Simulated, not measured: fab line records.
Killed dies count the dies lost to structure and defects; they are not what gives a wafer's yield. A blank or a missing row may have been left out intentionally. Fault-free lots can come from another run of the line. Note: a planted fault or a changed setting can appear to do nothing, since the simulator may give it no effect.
fab line records	flow rit-cmos
record: lots: 5	wafers: 15	last-day: 7
route steps=202 shown SDANNEAL@156 PSD@157 NSD@158 PLDD@159 NLDD@160 SILICIDE@161 CONTACT@168 M1@184
lots untouched by any fault: they come from a run of this same line in which no faults occurred
start-h: start of the lot's first displayed wafer, in hours after the record's first day	wait-h: how many hours have passed since the lot's step before this one	" unchanged from the row above	L1.1+2: a row that stands for several wafers	- either no value or no given start	* or withheld: withheld	< > ~ a bound
route shown NAME@n: NAME is a module with steps in the file, n the number in the route of the first one	usual: mean and standard deviation over wafers with no fault	same: alike in all rows	chamber/n: place in a boat	sites: readings site by site	_std_site: their standard deviation	_edge_site: the outer-site mean with the inner-site mean subtracted	radius-mm: for every site, how far away it sits from the centre of the wafer	mask NAME#n: copy n	behind: the most recent tool/chamber to have shaped the wafer	hold: reason for holding the lot/hours on hold/outcome of the hold	device: transistor that didn't switch, given as n, p or np	end of line: the same wafers' tests at the end of the route	where a step has no rows: the recipe by itself	killed: dies that structure and defects cost at the first sort, which is not the same as the wafer's yield	map: a wafer's dies, marking killed ones x, the rest . and places with no die _
set.NAME: the run value of the setting; set.NAME@STEP: its run value at that earlier step	model.NAME: the simulator's own value behind a step, which no gauge read
lots at some steps of the route; a table a step, a row a wafer
services: when a tool's chamber went out of use (start-h, in hours from the record's first day, below 0 if earlier), for how many hours, and the reason
== steps ==
step: RIT_SDANNEAL_RTA_03
recipe: temp-c: 1050	time-s: 5	idle-temp-c: 600	ramp-up-c-per-s: 342	ramp-down-c-per-s: 171	cool-to-c: 600	ambient: N2
usual: chamber-o2-ppm: 1.995/0.022	wafer_temp_C_max: 1053.5/1.2
lot.wafer	tool	chamber	start-h	wait-h	chamber-o2-ppm	wafer_temp_C_max
L823.3	rtp-anneal-02	0	63.95	0.0	1.926	1054.8
L823.4	"	0	"	"	1.965	1054.3
L823.5	"	0	"	"	1.995	1053.6
L825.2	rtp-anneal-02	0	74.11	0.0	2.039	1053.9
L825.3	"	0	"	"	2.017	1053.9
L825.5	"	0	"	"	1.987	1053.7
L831.3	rtp-anneal-02	0	108.59	0.0	2.003	1055.3
L831.4	"	0	"	"	2.024	1053.3
L831.5	"	0	"	"	2.009	1052.4
L836.3	rtp-anneal-01	0	140.79	0.0	2.017	1052.3
L836.4	"	0	"	"	2.048	1056.5
L836.5	"	0	"	"	2.025	1051.3
L841.2	rtp-anneal-02	0	160.85	0.0	1.971	1052.4
L841.5	"	0	"	"	1.986	1054.7
L841.6	"	0	"	"	2.013	1054.7
step: RIT_SDANNEAL_RS_MEAS_04
recipe: thk-meas-gauge: four-point-probe
usual: PSD_RS: 115.7/0.33
lot.wafer	tool	chamber	start-h	wait-h	PSD_RS[ohm/sq]
L823.3	film-metro-01	-	64.02	0.1	115.7
L823.4	"	-	"	"	115.2
L823.5	"	-	"	"	115.2
L825.2	film-metro-01	-	74.18	0.1	116.0
L825.3	"	-	"	"	115.9
L825.5	"	-	"	"	115.8
L831.3	film-metro-03	-	108.67	0.1	115.5
L831.4	"	-	"	"	115.6
L831.5	"	-	"	"	115.6
L836.3	film-metro-01	-	140.87	0.1	115.6
L836.4	"	-	"	"	115.7
L836.5	"	-	"	"	115.5
L841.2	film-metro-01	-	160.91	0.1	115.9
L841.5	"	-	"	"	116.1
L841.6	"	-	"	"	115.8
step: RIT_SDANNEAL_RS_MEAS_05
recipe: thk-meas-gauge: four-point-probe
usual: NSD_RS: 84.39/0.24
lot.wafer	tool	chamber	start-h	wait-h	NSD_RS[ohm/sq]
L823.3	film-metro-01	-	64.14	0.1	83.98
L823.4	"	-	"	"	84.25
L823.5	"	-	"	"	84.49
L825.2	film-metro-01	-	74.30	0.1	84.44
L825.3	"	-	"	"	84.59
L825.5	"	-	"	"	84.36
L831.3	film-metro-03	-	108.79	0.1	84.60
L831.4	"	-	"	"	84.57
L831.5	"	-	"	"	84.60
L836.3	film-metro-01	-	140.99	0.1	84.62
L836.4	"	-	"	"	84.74
L836.5	"	-	"	"	84.40
L841.2	film-metro-01	-	161.03	0.1	84.18
L841.5	"	-	"	"	84.45
L841.6	"	-	"	"	84.66
step: RIT_SDANNEAL_RS_MEAS_06
recipe: thk-meas-gauge: four-point-probe
usual: PLDD_RS: 178.4/0.43
lot.wafer	tool	chamber	start-h	wait-h	PLDD_RS[ohm/sq]
L823.3	film-metro-01	-	64.26	0.1	178.5
L823.4	"	-	"	"	179.1
L823.5	"	-	"	"	178.7
L825.2	film-metro-01	-	74.42	0.1	178.8
L825.3	"	-	"	"	178.4
L825.5	"	-	"	"	178.5
L831.3	film-metro-03	-	108.91	0.1	178.3
L831.4	"	-	"	"	178.6
L831.5	"	-	"	"	177.9
L836.3	film-metro-01	-	141.11	0.1	178.6
L836.4	"	-	"	"	178.5
L836.5	"	-	"	"	178.2
L841.2	film-metro-01	-	161.15	0.1	179.2
L841.5	"	-	"	"	178.3
L841.6	"	-	"	"	178.9
step: RIT_SDANNEAL_RS_MEAS_07
recipe: thk-meas-gauge: four-point-probe
usual: NLDD_RS: 151.5/0.47
lot.wafer	tool	chamber	start-h	wait-h	NLDD_RS[ohm/sq]
L823.3	film-metro-01	-	64.38	0.1	152.0
L823.4	"	-	"	"	151.9
L823.5	"	-	"	"	151.9
L825.2	film-metro-01	-	74.54	0.1	151.8
L825.3	"	-	"	"	151.5
L825.5	"	-	"	"	152.1
L831.3	film-metro-03	-	109.03	0.1	152.0
L831.4	"	-	"	"	152.0
L831.5	"	-	"	"	152.0
L836.3	film-metro-01	-	141.23	0.1	151.8
L836.4	"	-	"	"	151.8
L836.5	"	-	"	"	151.7
L841.2	film-metro-01	-	161.27	0.1	152.4
L841.5	"	-	"	"	152.0
L841.6	"	-	"	"	151.4
step: RIT_SILICIDE_WET_ETCH_00
recipe: chemistry: BOE	target: SiO2	target-depth-nm: 14	time-s: 15	dry: n2-spin	dilution: 10:1	temp-c: 21.5
step: RIT_SILICIDE_SPUTTER_01
recipe: material: Ti	target-thk-nm: 30	power-w: 350	chamber-pressure-pa: 0.667	gas: Ar	time-s: 240	substrate-temp-c: 25
usual: throttle-valve-pct: 30.0/1
lot.wafer	tool	chamber	start-h	wait-h	throttle-valve-pct
L823.3	pvd-sputter-04	-	64.48	0.0	29.8
L823.4	"	-	"	"	31.6
L823.5	"	-	"	"	28.7
L825.2	pvd-sputter-04	-	74.65	0.0	29.0
L825.3	"	-	"	"	29.4
L825.5	"	-	"	"	31.7
L831.3	pvd-sputter-03	-	109.12	0.0	31.0
L831.4	"	-	"	"	29.5
L831.5	"	-	"	"	30.6
L836.3	pvd-sputter-01	-	141.32	0.0	31.1
L836.4	"	-	"	"	31.3
L836.5	"	-	"	"	31.1
L841.2	pvd-sputter-01	-	161.39	0.0	30.8
L841.5	"	-	"	"	30.0
L841.6	"	-	"	"	30.8
step: RIT_SILICIDE_RS_MEAS_02
recipe: thk-meas-gauge: four-point-probe	reads: Ti_of_SILICIDE_SPUTTER_01
usual: SILICIDE_TI_RS: 47.6/0.63
lot.wafer	tool	chamber	start-h	wait-h	SILICIDE_TI_RS[ohm/sq]
L823.3	film-metro-02	-	64.67	0.1	48.1
L823.4	"	-	"	"	47.9
L823.5	"	-	"	"	47.7
L825.2	film-metro-03	-	74.86	0.1	47.0
L825.3	"	-	"	"	47.0
L825.5	"	-	"	"	47.2
L831.3	film-metro-04	-	109.31	0.1	47.5
L831.4	"	-	"	"	48.2
L831.5	"	-	"	"	48.0
L836.3	film-metro-03	-	141.51	0.1	48.3
L836.4	"	-	"	"	48.2
L836.5	"	-	"	"	48.2
L841.2	film-metro-02	-	161.56	0.1	46.8
L841.5	"	-	"	"	46.5
L841.6	"	-	"	"	46.3
step: RIT_SILICIDE_THK_MEAS_03
recipe: thk-meas-gauge: xrf	reads: Ti_of_SILICIDE_SPUTTER_01
usual: SILICIDE_TI_THK: 30.2/0.36
lot.wafer	tool	chamber	start-h	wait-h	SILICIDE_TI_THK[nm]
L823.3	film-metro-02	-	64.77	0.1	29.9
L823.4	"	-	"	"	29.8
L823.5	"	-	"	"	30.0
L825.2	film-metro-03	-	74.97	0.1	30.3
L825.3	"	-	"	"	30.4
L825.5	"	-	"	"	30.2
L831.3	film-metro-04	-	109.41	0.1	30.4
L831.4	"	-	"	"	30.0
L831.5	"	-	"	"	30.1
L836.3	film-metro-03	-	141.61	0.1	29.5
L836.4	"	-	"	"	29.7
L836.5	"	-	"	"	29.5
L841.2	film-metro-02	-	161.67	0.1	30.6
L841.5	"	-	"	"	30.7
L841.6	"	-	"	"	31.0
step: RIT_SILICIDE_RTA_04
recipe: temp-c: 650	time-s: 10	idle-temp-c: 25	ramp-up-s: 5	ramp-down-s: 5	cool-to-c: 25	ambient: N2
usual: chamber-o2-ppm: 2.001/0.02	wafer_temp_C_max: 654.8/0.99
lot.wafer	tool	chamber	start-h	wait-h	chamber-o2-ppm	wafer_temp_C_max
L823.3	rtp-anneal-01	0	64.83	0.1	2.002	653.6
L823.4	"	0	"	"	1.995	653.2
L823.5	"	0	"	"	2.016	653.3
L825.2	rtp-anneal-01	0	75.03	0.1	2.003	654.0
L825.3	"	0	"	"	2.018	654.6
L825.5	"	0	"	"	2.025	653.7
L831.3	rtp-anneal-01	0	109.48	0.1	2.005	653.6
L831.4	"	0	"	"	1.981	653.8
L831.5	"	0	"	"	1.979	656.1
L836.3	rtp-anneal-01	0	141.68	0.1	1.975	654.8
L836.4	"	0	"	"	2.001	655.9
L836.5	"	0	"	"	1.974	655.0
L841.2	rtp-anneal-01	0	161.73	0.1	2.010	653.7
L841.5	"	0	"	"	1.973	653.7
L841.6	"	0	"	"	1.992	653.3
step: RIT_SILICIDE_WET_ETCH_05
recipe: chemistry: SPM	target: Ti	temp-c: 90	time-s: 120	dry: n2-spin
step: RIT_SILICIDE_RTA_06
recipe: temp-c: 750	time-s: 10	idle-temp-c: 25	ramp-up-s: 5	ramp-down-s: 10	cool-to-c: 25	ambient: N2
step: RIT_CONTACT_CVD_00
recipe: material: SiO2	target-thk-nm: 400	precursor: TEOS	temp-c: 390	time-s: 61	rf-w: 400
usual: heater-power-w: 314/47
lot.wafer	tool	chamber	start-h	wait-h	heater-power-w
L823.3	pecvd-02	1	64.98	0.0	336
L823.4	"	2	"	"	280
L823.5	"	1	"	"	349
L825.2	pecvd-04	1	75.20	0.0	299
L825.3	"	2	"	"	231
L825.5	"	1	"	"	313
L831.3	pecvd-04	0	109.63	0.0	248
L831.4	"	1	"	"	263
L831.5	"	2	"	"	209
L836.3	pecvd-01	1	141.83	0.0	386
L836.4	"	1	"	"	393
L836.5	"	2	"	"	288
L841.2	pecvd-02	2	161.89	0.0	347
L841.5	"	2	"	"	362
L841.6	"	0	"	"	364
step: RIT_CONTACT_THK_MEAS_01
recipe: reads: SiO2_of_CONTACT_CVD_00
usual: CONTACT_TEOS_THK: 399/5
lot.wafer	tool	chamber	start-h	wait-h	CONTACT_TEOS_THK[nm]
L823.3	film-metro-04	-	65.05	0.0	401
L823.4	"	-	"	"	407
L823.5	"	-	"	"	408
L825.2	film-metro-04	-	75.26	0.0	392
L825.3	"	-	"	"	402
L825.5	"	-	"	"	404
L831.3	film-metro-01	-	109.70	0.0	401
L831.4	"	-	"	"	409
L831.5	"	-	"	"	405
L836.3	film-metro-01	-	141.90	0.0	394
L836.4	"	-	"	"	404
L836.5	"	-	"	"	401
L841.2	film-metro-01	-	161.95	0.0	399
L841.5	"	-	"	"	403
L841.6	"	-	"	"	402
step: RIT_CONTACT_HMDS_02
recipe: prime-time-s: 60	prime-temp-c: 140
step: RIT_CONTACT_COAT_03
recipe: resist: NOVOLAK	spin-rpm: 3250	resist-thk-nm: 1000
step: RIT_CONTACT_SOFTBAKE_04
recipe: resist: NOVOLAK	temp-c: 90	time-s: 60
step: RIT_CONTACT_EXPOSE_05
recipe: mask-id: M11	na: 0.6	source-shape: conventional	sigma-outer: 0.5	target-cd-nm: 1000	dose-mj: 250
step: RIT_CONTACT_PEB_06
recipe: resist: NOVOLAK	temp-c: withheld	time-s: withheld
step: RIT_CONTACT_DEVELOP_07
recipe: resist: NOVOLAK	develop-time-s: 120	dev-temp-c: 23
step: RIT_CONTACT_CD_MEAS_08
recipe: target-cd-nm: 1000
usual: cd-nm: 1000.5/2.3
lot.wafer	tool	chamber	start-h	wait-h	cd-nm
L823.3	cd-sem-02	-	66.29	-	996.7
L823.4	"	-	"	"	998.2
L823.5	"	-	"	"	999.9
L825.2	cd-sem-01	-	76.30	-	996.7
L825.3	"	-	"	"	997.4
L825.5	"	-	"	"	997.1
L831.3	cd-sem-01	-	110.87	-	999.1
L831.4	"	-	"	"	997.1
L831.5	"	-	"	"	1000.8
L836.3	cd-sem-01	-	142.95	-	1000.2
L836.4	"	-	"	"	1000.6
L836.5	"	-	"	"	1001.0
L841.2	cd-sem-02	-	162.99	-	1002.3
L841.5	"	-	"	"	1000.9
L841.6	"	-	"	"	1002.6
step: RIT_CONTACT_OVL_MEAS_09
usual: CONTACT_OVL: -0.8/1.7
lot.wafer	tool	chamber	start-h	wait-h	CONTACT_OVL[nm]
L823.3	overlay-02	-	66.38	0.1	-0.7
L823.4	"	-	"	"	-1.1
L823.5	"	-	"	"	-2.0
L825.2	overlay-02	-	76.40	0.1	0.6
L825.3	"	-	"	"	0.9
L825.5	"	-	"	"	0.7
L831.3	overlay-02	-	110.96	0.1	1.4
L831.4	"	-	"	"	0.6
L831.5	"	-	"	"	0.0
L836.3	overlay-01	-	143.04	0.1	-2.1
L836.4	"	-	"	"	-1.9
L836.5	"	-	"	"	-2.6
L841.2	overlay-02	-	163.10	0.1	4.1
L841.5	"	-	"	"	3.8
L841.6	"	-	"	"	3.7
step: RIT_CONTACT_HARDBAKE_10
recipe: resist: NOVOLAK	temp-c: 140	time-s: 60
step: RIT_CONTACT_ETCH_11
recipe: target-depth-a: 4800	over-etch-frac: 0.2	stop-on: TiSi2	chemistry: CHF3/CF4/Ar	target: SiO2	CHF3_flow_sccm: 50	cf4-flow-sccm: 10	Ar_flow_sccm: 100	O2_flow_sccm: 5	pressure-mtorr: 100	rf-w: 200	time-s: 320
usual: O2_flow_sccm: 4.999/0.015	drypump-motor-current-A: 5.5/0.46	oes-product-au: 0.990/0.015	throttle-valve-pct: 8.85/0.14
lot.wafer	tool	chamber	start-h	wait-h	O2_flow_sccm	drypump-motor-current-A	oes-product-au	rf-hours-counter-h	throttle-valve-pct
L823.3	rie-diel-01	0	66.58	0.1	4.993	5.4	0.965	125	9.05
L823.4	"	1	"	"	4.987	6.8	0.981	78	8.68
L823.5	"	2	"	"	4.984	5.5	1.004	-	8.75
L825.2	rie-diel-04	1	76.58	0.1	5.016	5.9	1.013	135	8.94
L825.3	"	3	"	"	5.019	5.6	0.966	162	9.01
L825.5	"	1	"	"	5.025	5.9	1.015	-	8.95
L831.3	rie-diel-02	1	111.14	0.1	5.004	5.3	1.003	21	8.59
L831.4	"	0	"	"	4.994	5.2	0.976	42	8.93
L831.5	"	2	"	"	4.995	5.3	0.987	-	8.81
L836.3	rie-diel-04	2	143.21	0.1	5.011	6.0	0.978	1	9.00
L836.4	"	3	"	"	5.024	5.6	0.996	0	9.03
L836.5	"	3	"	"	5.009	5.6	0.995	-	9.00
L841.2	rie-diel-04	0	163.28	0.1	5.000	5.0	1.003	1	8.89
L841.5	"	0	"	"	5.005	5.1	1.011	-	8.87
L841.6	"	3	"	"	4.999	5.6	0.999	-	9.00
step: RIT_CONTACT_STRIP_12
recipe: chemistry: O2	time-s: 180	resist: NOVOLAK	platen-temp-c: withheld	power-w: 500	pressure-mtorr: 4000	o2-flow-sccm: 4000
step: RIT_CONTACT_CD_MEAS_90
recipe: target-cd-nm: 1000
usual: cd-nm: 1000.4/2.3
lot.wafer	tool	chamber	start-h	wait-h	cd-nm
L823.3	cd-sem-02	-	66.99	0.1	996.5
L823.4	"	-	"	"	998.4
L823.5	"	-	"	"	999.7
L825.2	cd-sem-02	-	76.97	0.1	996.3
L825.3	"	-	"	"	997.4
L825.5	"	-	"	"	996.7
L831.3	cd-sem-01	-	111.55	0.1	998.8
L831.4	"	-	"	"	997.1
L831.5	"	-	"	"	1001.2
L836.3	cd-sem-01	-	143.62	0.1	1000.3
L836.4	"	-	"	"	1000.9
L836.5	"	-	"	"	1001.1
L841.2	cd-sem-02	-	163.66	0.1	1002.4
L841.5	"	-	"	"	1000.6
L841.6	"	-	"	"	1002.7
step: RIT_CONTACT_CLEAN_13
recipe: chemistry: SC1	mix: 3:3:50	time-s: 600	temp-c: 75
step: RIT_CONTACT_CLEAN_14
recipe: chemistry: SC2	mix: 3:3:50	time-s: 600	temp-c: 75	dry: n2-spin
step: RIT_M1_SPUTTER_00
recipe: material: Al	target-thk-nm: 400	power-w: 2000	chamber-pressure-pa: 0.4	gas: Ar	time-s: 500	substrate-temp-c: 25
step: RIT_M1_RS_MEAS_01
recipe: thk-meas-gauge: four-point-probe	reads: Al_of_M1_SPUTTER_00
usual: M1_AL_RS: 0.0736/0.0007
lot.wafer	tool	chamber	start-h	wait-h	M1_AL_RS[ohm/sq]
L823.3	film-metro-02	-	67.77	0.2	0.0726
L823.4	"	-	"	"	0.0731
L823.5	"	-	"	"	0.0731
L825.2	film-metro-02	-	77.75	0.2	0.0738
L825.3	"	-	"	"	0.0726
L825.5	"	-	"	"	0.0732
L831.3	film-metro-01	-	112.31	0.2	0.0744
L831.4	"	-	"	"	0.0746
L831.5	"	-	"	"	0.0744
L836.3	film-metro-03	-	144.39	0.2	0.0737
L836.4	"	-	"	"	0.0732
L836.5	"	-	"	"	0.0736
L841.2	film-metro-03	-	164.43	0.2	0.0735
L841.5	"	-	"	"	0.0731
L841.6	"	-	"	"	0.0734
step: RIT_M1_THK_MEAS_02
recipe: thk-meas-gauge: xrf	reads: Al_of_M1_SPUTTER_00
usual: M1_AL_THK: 397/3.9
lot.wafer	tool	chamber	start-h	wait-h	M1_AL_THK[nm]
L823.3	film-metro-02	-	67.87	0.1	403
L823.4	"	-	"	"	399
L823.5	"	-	"	"	399
L825.2	film-metro-02	-	77.86	0.1	397
L825.3	"	-	"	"	403
L825.5	"	-	"	"	402
L831.3	film-metro-01	-	112.41	0.1	393
L831.4	"	-	"	"	391
L831.5	"	-	"	"	392
L836.3	film-metro-03	-	144.49	0.1	396
L836.4	"	-	"	"	396
L836.5	"	-	"	"	399
L841.2	film-metro-03	-	164.54	0.1	397
L841.5	"	-	"	"	400
L841.6	"	-	"	"	398
step: RIT_M1_HMDS_03
recipe: prime-time-s: 60	prime-temp-c: 140
step: RIT_M1_COAT_04
recipe: resist: NOVOLAK	spin-rpm: 2000	resist-thk-nm: 1300
step: RIT_M1_SOFTBAKE_05
recipe: resist: NOVOLAK	temp-c: 90	time-s: 60
step: RIT_M1_EXPOSE_06
recipe: mask-id: M12	na: 0.6	source-shape: conventional	sigma-outer: 0.5	target-cd-nm: 2600	dose-mj: 250
step: RIT_M1_PEB_07
recipe: resist: NOVOLAK	temp-c: withheld	time-s: withheld
step: RIT_M1_DEVELOP_08
recipe: resist: NOVOLAK	develop-time-s: 68	dev-temp-c: 23
step: RIT_M1_CD_MEAS_09
recipe: target-cd-nm: 2600
usual: cd-nm: 2599.9/1.7
lot.wafer	tool	chamber	start-h	wait-h	cd-nm
L823.3	cd-sem-02	-	68.96	-	2598.7
L823.4	"	-	"	"	2598.0
L823.5	"	-	"	"	2597.4
L825.2	cd-sem-02	-	78.94	-	2600.6
L825.3	"	-	"	"	2600.9
L825.5	"	-	"	"	2599.7
L831.3	cd-sem-02	-	113.50	-	2599.7
L831.4	"	-	"	"	2600.6
L831.5	"	-	"	"	2597.9
L836.3	cd-sem-02	-	145.46	-	2600.1
L836.4	"	-	"	"	2597.8
L836.5	"	-	"	"	2597.4
L841.2	cd-sem-02	-	165.56	-	2597.2
L841.5	"	-	"	"	2598.1
L841.6	"	-	"	"	2598.9
step: RIT_M1_OVL_MEAS_10
usual: M1_OVL: 0.3/1.5
lot.wafer	tool	chamber	start-h	wait-h	M1_OVL[nm]
L823.3	overlay-01	-	69.05	0.1	4.2
L823.4	"	-	"	"	3.1
L823.5	"	-	"	"	3.0
L825.2	overlay-02	-	79.04	0.1	1.3
L825.3	"	-	"	"	-0.9
L825.5	"	-	"	"	0.5
L831.3	overlay-01	-	113.59	0.1	-0.2
L831.4	"	-	"	"	-0.8
L831.5	"	-	"	"	-0.6
L836.3	overlay-02	-	145.56	0.1	1.4
L836.4	"	-	"	"	-0.5
L836.5	"	-	"	"	0.7
L841.2	overlay-02	-	165.67	0.1	1.0
L841.5	"	-	"	"	0.4
L841.6	"	-	"	"	1.5
step: RIT_M1_HARDBAKE_11
recipe: resist: NOVOLAK	temp-c: 140	time-s: 120
step: RIT_M1_METAL_ETCH_12
recipe: stop-on: SiO2	chemistry: Cl2/BCl3	target: Al	time-s: 165	over-etch-frac: 0.5	pressure-mtorr: 100	target-depth-a: 6000	rf-w: 250	Cl2_flow_sccm: 60	bcl3-flow-sccm: 50
usual: drypump-motor-current-A: 5.8/0.55	oes-product-au: 0.771/0.012	throttle-valve-pct: 8.20/0.12
lot.wafer	tool	chamber	start-h	wait-h	drypump-motor-current-A	oes-product-au	rf-hours-counter-h	throttle-valve-pct
L823.3	rie-metal-01	1	69.38	0.2	5.2	0.790	-	8.03
L823.4	"	0	"	"	6.5	0.765	-	8.38
L823.5	"	0	"	"	6.5	0.766	-	8.37
L825.2	rie-metal-02	1	79.32	0.2	6.0	0.749	38	8.21
L825.3	"	0	"	"	6.6	0.779	-	8.15
L825.5	"	1	"	"	6.0	0.752	-	8.20
L831.3	rie-metal-02	1	113.92	0.2	5.9	0.733	-	8.19
L831.4	"	0	"	"	6.6	0.765	-	8.14
L831.5	"	0	"	"	6.6	0.759	-	8.15
L836.3	rie-metal-03	1	146.05	0.2	5.3	0.755	-	8.19
L836.4	"	0	"	"	5.6	0.782	-	8.32
L836.5	"	0	"	"	5.6	0.786	-	8.32
L841.2	rie-metal-03	0	166.11	0.2	5.6	0.790	-	8.31
L841.5	"	0	"	"	5.6	0.785	-	8.33
L841.6	"	0	"	"	5.6	0.782	-	8.32
step: RIT_M1_STRIP_13
recipe: chemistry: nmp	resist: NOVOLAK	temp-c: 80	time-s: 600	dry: n2-spin
step: RIT_M1_PROBE_99
usual: killed_at_M0_to_M3: 0.0/0.12	killed-at-contacts: 0.1/0.24	killed-at-front-end: 6.6/2.7	killed-dies: 6.6/2.7	killed-open: 3.3/1.8	killed-short: 3.4/1.9
same: gross-dies: 264	killed_at_M4_up: 0	killed-at-back-side: 0	killed-at-other: 0
lot.wafer	tool	chamber	start-h	wait-h	killed_at_M0_to_M3	killed-at-contacts	killed-at-front-end	killed-dies	killed-open	killed-short
L823.3	prober-02	-	71.69	0.2	0	0	2	2	0	2
L823.4	prober-02	-	71.74	0.2	0	0	4	4	2	2
L823.5	prober-02	-	71.79	0.2	0	0	9	9	3	6
L825.2	prober-02	-	82.86	0.1	0	0	5	5	3	2
L825.3	prober-02	-	82.91	0.2	0	0	8	8	2	6
L825.5	prober-02	-	83.01	0.2	0	0	10	10	4	6
L831.5	prober-02	-	117.18	0.2	1	40	7	48	7	1
L836.3	prober-01	-	148.91	0.2	0	1	6	7	4	3
L836.4	prober-01	-	148.96	0.2	0	0	3	3	2	1
L836.5	prober-01	-	149.01	0.2	0	0	4	4	4	0
L841.2	prober-02	-	168.72	0.1	0	0	4	4	1	3
L841.5	prober-02	-	168.87	0.2	0	0	5	5	3	2
L841.6	prober-02	-	168.92	0.2	0	0	5	5	3	2
killed by level:class
L823.3 GATE:geometric-particle:short=1 REOX:geometric-particle:short=1
L823.4 FOX1:geometric-particle:short=1 FOX1:geometric-particle:open=1 SPACER:geometric-particle:open=1 SPACER:geometric-particle:short=1
L823.5 SPACER:geometric-particle:short=3 GATE:geometric-particle:short=2 REOX:geometric-particle:open=2 FOX1:geometric-particle:open=1 REOX:geometric-particle:short=1
L825.2 REOX:geometric-particle:open=2 SILICIDE:geometric-particle:short=2 GATE:geometric-particle:open=1
L825.3 GATE:geometric-particle:short=4 GATE:geometric-particle:open=2 FOX1:geometric-particle:short=1 FOX2:geometric-particle:short=1
L825.5 GATE:geometric-particle:short=2 REOX:geometric-particle:short=2 REOX:geometric-particle:open=2 FOX1:geometric-particle:short=1 FOX1:geometric-particle:open=1 FOX2:geometric-particle:short=1 SPACER:geometric-particle:open=1
L831.5 CONTACT:unspecified=40 SILICIDE:geometric-particle:open=3 FOX2:geometric-particle:open=2 SPACER:geometric-particle:open=2 M1:geometric-particle:short=1
L836.3 FOX2:geometric-particle:open=2 FOX1:geometric-particle:open=1 GATE:geometric-particle:open=1 GATE:geometric-particle:short=1 SILICIDE:geometric-particle:short=1 CONTACT:geometric-particle:short=1
L836.4 GATE:geometric-particle:open=2 GATE:geometric-particle:short=1
L836.5 REOX:geometric-particle:open=2 FOX2:geometric-particle:open=1 GATE:geometric-particle:open=1
L841.2 FOX1:geometric-particle:short=2 FOX2:geometric-particle:short=1 SPACER:geometric-particle:open=1
L841.5 SPACER:geometric-particle:short=2 SPACER:geometric-particle:open=2 FOX2:geometric-particle:open=1
L841.6 FOX1:geometric-particle:short=1 GATE:geometric-particle:open=1 REOX:geometric-particle:open=1 SPACER:geometric-particle:open=1 SILICIDE:geometric-particle:short=1
map L831.5 (x killed, . not)
________......._______
_____........x....____
____...............___
___................x__
__..................._
__..................._
_......xxx............
_.x....xxxxx..........
_....xxxxxxx..........
_x...xxxxxxxx..x......
__..xxxxxxxx........._
__....xxxxxx......x.._
___...xx.x..........__
____...............___
_____.......x..x..____
________......._______
map L825.5 (x killed, . not)
________......._______
_____.............____
____x.x............___
___....x............__
__..................._
__..................._
_.....................
_.....................
_.....................
_.....................
__..................._
__......x............_
___...x.......x...xx__
____...............___
_____.....x.....x.____
________......._______
== services ==
tool	chamber	start-h	hours	kind
pvd-sputter-01	-	41.94	0.6	repair
rie-diel-04	-	46.30	14.6	pm
pvd-sputter-04	-	57.42	1.2	repair
pvd-sputter-01	-	57.82	8.3	repair
rie-diel-02	-	87.15	0.8	repair
rie-diel-04	0	87.92	-	clean
rie-diel-04	0	87.92	14.5	scheduled-down
rie-diel-04	0	87.92	14.5	vent-cycle
pvd-sputter-01	-	96.90	34.4	repair
rie-diel-04	2	99.12	2.3	repair
pvd-sputter-03	-	100.29	3.2	repair
rie-diel-04	2	102.39	-	clean
rie-diel-04	2	102.39	20.0	scheduled-down
pvd-sputter-04	-	102.50	2.4	repair
rtp-anneal-01	-	104.43	1.3	pm
pvd-sputter-03	-	116.03	5.1	repair
pecvd-04	-	126.54	2.8	pm
rie-metal-02	-	136.12	20.0	pm
pvd-sputter-04	-	137.43	4.4	repair
rie-diel-01	-	149.01	0.3	repair
rie-diel-01	3	159.72	11.0	repair
rie-diel-01	2	159.81	4.4	repair
rie-diel-01	1	165.56	4.3	repair
rie-diel-01	2	166.04	1.2	repair
== key ==
first-sign: step: RIT_M1_PROBE_99	reading: killed-at-contacts	direction: up	sigmas: 40	usual: 0.1	struck: 40
effect: step: RIT_M1_PROBE_99	reading: killed-dies	direction: up	sigmas: 15	usual: 6.6	struck: 48
met-at RIT_CONTACT_CVD_00
struck-wafers L831.5
tester-left-out L831
onset-between 75.20 109.63
fault: kind: chamber-particle-source	tool: pecvd-04	chamber: 2	onset-h: 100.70	steps: RIT_CONTACT_CVD_00	rate-per-visit-cm2: 1.4843	end-h: 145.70
tester-left-out: of these lots the tester's yield and bins aren't shown, on N5 and GAA mostly nor the transistor test; their killed dies are dies lost to structure and defects alone, not to doping, threshold or leakage, so they don't give the yield
